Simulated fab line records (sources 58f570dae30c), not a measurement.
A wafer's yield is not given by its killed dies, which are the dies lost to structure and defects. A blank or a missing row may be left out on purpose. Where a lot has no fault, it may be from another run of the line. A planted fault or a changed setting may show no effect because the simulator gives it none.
Chamber matching / flow berkeley cmos170 / UCB170_GATE_ETCH_15 on rie si-02 has 4 sister chambers
The step etches poly-Si in HBr/Cl2, stops on SiO2, time 56.3 s, target depth 278.2 nm. 4 wafers are shown with their chamber, then 7 later ones without.

== WAFERS WITH THEIR CHAMBER ==
wafer=L795.2; chamber=0; throttle valve pct (%)=26.03
wafer=L795.3; chamber=1; throttle valve pct (%)=26.43
wafer=L797.2; chamber=3; throttle valve pct (%)=26.57
wafer=L797.3; chamber=2; throttle valve pct (%)=26.31

== WAFERS WITH NO CHAMBER GIVEN ==
wafer=L797.6; throttle valve pct (%)=26.44
wafer=L796.1; throttle valve pct (%)=26.32
wafer=L796.2; throttle valve pct (%)=26.56
wafer=L796.6; throttle valve pct (%)=26.02
wafer=L803.3; throttle valve pct (%)=26.03
wafer=L803.4; throttle valve pct (%)=26.30
wafer=L803.5; throttle valve pct (%)=26.45

== WHICH CHAMBER EACH WENT THROUGH ==
wafer=L797.6; from the rows above=1; in truth=1
wafer=L796.1; from the rows above=2; in truth=2
wafer=L796.2; from the rows above=3; in truth=3
wafer=L796.6; from the rows above=0; in truth=0
wafer=L803.3; from the rows above=0; in truth=0
wafer=L803.4; from the rows above=2; in truth=2
wafer=L803.5; from the rows above=1; in truth=1
7 of 7 placed correctly. Not placeable from these rows: 0. Number placed wrongly: 0.
How it was worked out, from the rows above alone: a wafer's distance from a chamber is the root of the sum, over the readings, of the square of ((its reading less the chamber's mean) divided by the reading's scatter). If the next closest chamber is less than 2 further off than the closest, the wafer can't be placed; otherwise it belongs to the closest. For every chamber, the mean is computed from those of its wafers that are shown. The scatter (one wafer shown for each chamber): square how far every hidden wafer sits from the nearest shown wafer, average those squares and take the square root.
